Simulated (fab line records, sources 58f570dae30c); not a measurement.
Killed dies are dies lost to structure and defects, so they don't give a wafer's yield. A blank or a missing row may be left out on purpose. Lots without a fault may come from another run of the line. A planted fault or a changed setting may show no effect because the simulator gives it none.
Which tool did it? | flow berkeley_cmos170 | 7 lots, 21 wafers sampled, at 2 steps of a route of 331

WHAT THE GAUGES READ, wafer by wafer
UCB170_NWELL_THK_MEAS_05.
lot  | measured    | on            | NWELL_NITRIDE_THK (nm)
L827 | day 2 17:08 | film_metro-02 | 225.9 224.8 226.3
L829 | day 3 03:08 | film_metro-04 | 226.4 226.3 225.9
L833 | day 3 19:03 | film_metro-01 | 223.8 221.6 222.8
L836 | day 4 03:17 | film_metro-02 | 224.1 223.4 224.6
L841 | day 5 06:35 | film_metro-01 | 227.9 227.1 228.3
L846 | day 6 16:49 | film_metro-04 | 227.7 226.2 227.7
L849 | day 7 04:56 | film_metro-01 | 222.0 222.3 221.3

WHICH TOOL RAN EACH LOT (tool, then ch and the chambers of the sampled wafers, then the start)
lot  | UCB170_NWELL_CVD_04
L827 | lpcvd-01 ch 1, day 2 15:11
L829 | lpcvd-01 ch 0, day 3 01:12
L833 | lpcvd-02 ch 1, day 3 17:07
L836 | lpcvd-01 ch 1, day 4 01:22
L841 | lpcvd-01 ch 1, day 5 04:38
L846 | lpcvd-01 ch 1, day 6 14:52
L849 | lpcvd-02 ch 1, day 7 02:01
- UCB170_NWELL_CVD_04: deposits Si3N4 from SiH2Cl2/NH3, target thk 224 nm, time 3360 s.

THE ANSWER, worked out from the rows above alone
Rule: what is usual is taken from the lots themselves. Put in order of their means at a reading, lots are off if they are a third of the lots or fewer, leave a main group of 4 or more, and stand apart from it by a gap of 3 or more times the standard deviation of the main group's means; of several such gaps the widest counts. A main group whose means are all the same, to the digits that the tables above print for the reading, isn't used. A lot without any number at a reading at which 4 lots or more have one is off too. The other lots that the step has rows for count as sound.
No lot is off at any reading shown: from this, nothing can be told.

WHAT THE SIMULATOR HAD PUT IN
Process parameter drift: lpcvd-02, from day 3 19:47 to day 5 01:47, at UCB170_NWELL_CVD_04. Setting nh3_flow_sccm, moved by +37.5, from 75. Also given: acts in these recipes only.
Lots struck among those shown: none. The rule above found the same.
